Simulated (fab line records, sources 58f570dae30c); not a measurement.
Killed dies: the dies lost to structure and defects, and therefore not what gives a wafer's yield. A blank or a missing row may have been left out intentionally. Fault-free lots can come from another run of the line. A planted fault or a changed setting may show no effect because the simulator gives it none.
Which of the tools did it?    flow berkeley_cmos170    7 lots, 21 wafers sampled, at 1 step of a route of 331

== WHAT EACH GAUGE READ, for each wafer ==
UCB170_FIELD_THK_MEAS_02.
lot   measured      on             FIELD_OXIDE_THK (nm)
L874  day 5 22:41   film_metro-04  561 558 557
L877  day 6 06:12   film_metro-04  533 536 524
L879  day 6 17:48   film_metro-01  557 571 563
L881  day 7 15:33   film_metro-02  567 563 565
L887  day 8 06:59   film_metro-02  551 545 557
L889  day 9 00:12   film_metro-02  561 561 565
L895  day 10 18:32  film_metro-01  533 536 539

== WHICH TOOL RAN EACH LOT (tool, then ch and the chambers of the sampled wafers, then the start) ==
Before these readings, the record contains no process step.

== THE ANSWER, worked out from the rows above alone ==
Rule: usual is defined by the lots themselves. Put in order of their means at a reading, lots are off if they are a third of the lots or fewer, leave a main group of 4 or more, and stand apart from it by a gap of 3 or more times the standard deviation of the main group's means; of several such gaps the widest counts. Not used: any main group whose means are identical at the precision the tables above print for the reading. A lot without any number at a reading at which 4 lots or more have one is off too. All remaining lots with rows at the step are treated as sound.
Across all readings shown, no lot is off: no conclusion can be drawn from this.

== WHAT THE SIMULATOR PUT IN ==
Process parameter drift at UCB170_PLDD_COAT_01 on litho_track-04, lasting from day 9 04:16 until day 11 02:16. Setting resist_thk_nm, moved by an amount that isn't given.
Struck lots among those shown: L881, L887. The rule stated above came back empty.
